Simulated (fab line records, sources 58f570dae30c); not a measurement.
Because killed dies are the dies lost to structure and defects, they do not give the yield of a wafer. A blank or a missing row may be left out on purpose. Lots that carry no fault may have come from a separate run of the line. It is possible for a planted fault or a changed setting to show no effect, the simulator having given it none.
A single fault, viewed from 2 desks || flow berkeley_cmos170 || numbers are kept per desk, each desk with only its own; the story behind them comes last

== METROLOGY DESK ==
What the gauges read, lot by lot, whatever tool the lot ran on: means of the sampled wafers that have a number. If a lot's mean is further than 4 standard deviations from the usual mean, the lot is out of limits and carries the mark OUT (the distance appears in the brackets).
Columns: A = SACOX_OXIDE_THK at UCB170_SACOX_THK_MEAS_02, usual 14.36 nm
{"lot": "L833", "first seen here": "day 5 04:30", "A": 14.51}
{"lot": "L834", "first seen here": "day 5 18:47", "A": 14.45}
{"lot": "L835", "first seen here": "day 5 18:52", "A": 14.23}
{"lot": "L839", "first seen here": "day 6 19:45", "A": 14.48}
{"lot": "L840", "first seen here": "day 7 06:59", "A": 14.15}
{"lot": "L841", "first seen here": "day 7 14:25", "A": 14.14}
{"lot": "L843", "first seen here": "day 7 22:39", "A": 14.00}
{"lot": "L842", "first seen here": "day 7 22:40", "A": 14.06}
{"lot": "L846", "first seen here": "day 8 14:02", "A": 14.38}
{"lot": "L845", "first seen here": "day 8 14:02", "A": 14.37}
{"lot": "L847", "first seen here": "day 8 14:02", "A": 14.39}
{"lot": "L849", "first seen here": "day 9 08:11", "A": 15.07}
{"lot": "L853", "first seen here": "day 9 16:42", "A": 14.38}
{"lot": "L854", "first seen here": "day 9 16:42", "A": 14.07}
This desk found nothing out of limits on any of the 14 lots.

== DESK OF THE TOOL OWNER: litho_track-03 ==
The tool's own readings at UCB170_ACTIVE_COAT_08 (resist thk 900 nm): means of the sampled wafers that have a number, for each lot that ran on this tool. If a lot's mean is further than 4 standard deviations from the usual mean, the lot is out of limits and carries the mark OUT (the distance appears in the brackets).
Columns: A = exhaust_pa at UCB170_ACTIVE_COAT_08, usual 45.1 Pa; B = spin_speed_rpm at UCB170_ACTIVE_COAT_08, usual 1500.0 rpm
{"lot": "L833", "first seen here": "day 4 09:05", "A": 42.8, "B": 1500.2}
{"lot": "L834", "first seen here": "day 4 18:37", "A": 45.6, "B": 1498.8}
{"lot": "L841", "first seen here": "day 6 13:05", "A": 44.5, "B": 1499.9}
{"lot": "L847", "first seen here": "day 7 17:32", "A": 45.2, "B": 1500.9}
{"lot": "L849", "first seen here": "day 8 12:50", "A": 45.2, "B": "1658.2 (+99 or more) OUT"}
{"lot": "L853", "first seen here": "day 8 20:55", "A": 46.1, "B": "1658.1 (+99 or more) OUT"}
This desk's verdict: out of limits on L849, L853, starting with L849 at day 8 12:50 (spin_speed_rpm at UCB170_ACTIVE_COAT_08). Within limits: L833, L834, L841, L847.

== PUT TOGETHER ==
An alarm could have come from the tool owner's desk at day 8 12:50, on L849, L853.
Nothing out of limits was seen by the metrology desk.
The metrology desk holds a record of L849, L853, inside its limits.
All the named lots went through UCB170_ACTIVE_COAT_08 on litho_track-03.

== WHAT THE SIMULATOR PUT IN ==
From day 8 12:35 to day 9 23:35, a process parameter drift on litho_track-03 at UCB170_ACTIVE_COAT_08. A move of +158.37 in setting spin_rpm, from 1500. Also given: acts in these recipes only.
Struck lots among those shown: L849, L853.
Each desk's first reading out of limits, in hours after the fault started: the tool owner's desk, 0.
